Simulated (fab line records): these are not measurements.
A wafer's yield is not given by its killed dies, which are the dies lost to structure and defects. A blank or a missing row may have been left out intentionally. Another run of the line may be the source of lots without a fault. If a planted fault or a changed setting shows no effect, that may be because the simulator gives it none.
Lot-split experiment	flow rit_cmos	27 wafers read across 5 lots, on a route 202 steps long

== ABOUT THE SPLIT ==
At RIT_ACTIVE_CVD_03 (deposits Si3N4 from SiH2Cl2/NH3, target thk 150 nm, time 1500 s), the setting time_s was moved away from the recipe's 1500 s on 18 of the 27 wafers read, by -54.8% to +39.1%. For the rest of the wafers, this setting stayed at what the recipe calls for.

== FROM THE SPLIT TO THE READING: what the file shows between them, 4 steps ==
- RIT_ACTIVE_THK_MEAS_04
- RIT_ACTIVE_HMDS_05: prime time 60 s
- RIT_ACTIVE_COAT_06: resist thk 1018 nm
- RIT_ACTIVE_HARDBAKE_12: time 60 s

== THE READING ==
oes_product_au, in a.u., at RIT_ACTIVE_ETCH_13 (etches Si3N4 in SF6, stops on SiO2, time 210 s, target depth 210 nm). On this fab line, fault-free wafers typically give 0.820 a.u. with a standard deviation of 0.016 a.u.

wafer	tool, chamber at the split	time_s as run, s	against the recipe	oes_product_au, a.u.	against lot-mates on the recipe
L075.1	-, -	1141	-23.9%	0.729	no lot-mate on the recipe
L075.2	-, -	1141	-23.9%	0.724	no lot-mate on the recipe
L075.3	-, -	1141	-23.9%	0.702	no lot-mate on the recipe
L075.4	-, -	1141	-23.9%	0.688	no lot-mate on the recipe
L075.5	-, -	1141	-23.9%	0.738	no lot-mate on the recipe
L075.6	-, -	1141	-23.9%	0.719	no lot-mate on the recipe
L079.1	-, -	1500	recipe	0.836	-
L079.2	-, -	1500	recipe	0.810	-
L079.3	-, -	1500	recipe	0.821	-
L079.4	-, -	1500	recipe	0.809	-
L079.5	-, -	1500	recipe	0.827	-
L079.6	-, -	1500	recipe	0.812	-
L080.1	lpcvd-02, 0	1500	recipe	0.811	-
L080.4	lpcvd-02, 0	1500	recipe	0.790	-
L080.5	lpcvd-02, 0	1500	recipe	0.849	-
L084.1	-, -	2086	+39.1%	1.021	no lot-mate on the recipe
L084.2	-, -	2086	+39.1%	0.965	no lot-mate on the recipe
L084.3	-, -	2086	+39.1%	0.958	no lot-mate on the recipe
L084.4	-, -	2086	+39.1%	1.012	no lot-mate on the recipe
L084.5	-, -	2086	+39.1%	1.020	no lot-mate on the recipe
L084.6	-, -	2086	+39.1%	0.960	no lot-mate on the recipe
L085.1	-, -	677.9	-54.8%	0.588	no lot-mate on the recipe
L085.2	-, -	677.9	-54.8%	0.575	no lot-mate on the recipe
L085.3	-, -	677.9	-54.8%	0.593	no lot-mate on the recipe
L085.4	-, -	677.9	-54.8%	0.572	no lot-mate on the recipe
L085.5	-, -	677.9	-54.8%	0.589	no lot-mate on the recipe
L085.6	-, -	677.9	-54.8%	0.573	no lot-mate on the recipe

FIT RESULTS
A straight line over all 27 wafers: oes_product_au changes by +0.00434 a.u. for each +1% of time_s; r = +0.99; the points scatter about the line by 0.019 a.u.
Too few moved wafers with a lot-mate on the recipe to fit a line net of each lot's own level.

== THE WHOLE CHAIN: every reading that the file lists as answering this split, in the file's order ==
step	what it does	reading	change (the file's fit)	r (the file's)
RIT_ACTIVE_CVD_03	deposits Si3N4 from SiH2Cl2/NH3, target thk 150 nm, time 1500 s	Si3N4_of_ACTIVE_CVD_03.thk_nm (the simulator's own value, which no gauge read)	+1.51 nm for each +1% of the setting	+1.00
RIT_ACTIVE_THK_MEAS_04		ACTIVE_NITRIDE_THK	+1.51 for each +1% of the setting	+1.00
RIT_ACTIVE_ETCH_13	etches Si3N4 in SF6, stops on SiO2, time 210 s, target depth 210 nm	oes_product_au	+0.00434 a.u. for each +1% of the setting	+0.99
RIT_ACTIVE_ETCH_13	etches Si3N4 in SF6, stops on SiO2, time 210 s, target depth 210 nm	etch.depth_nm (the simulator's own value, which no gauge read)	+1.51 nm for each +1% of the setting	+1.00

== FILE'S OWN FIT ==
oes_product_au changes by +0.00434 a.u. for each +1% of time_s, r = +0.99.
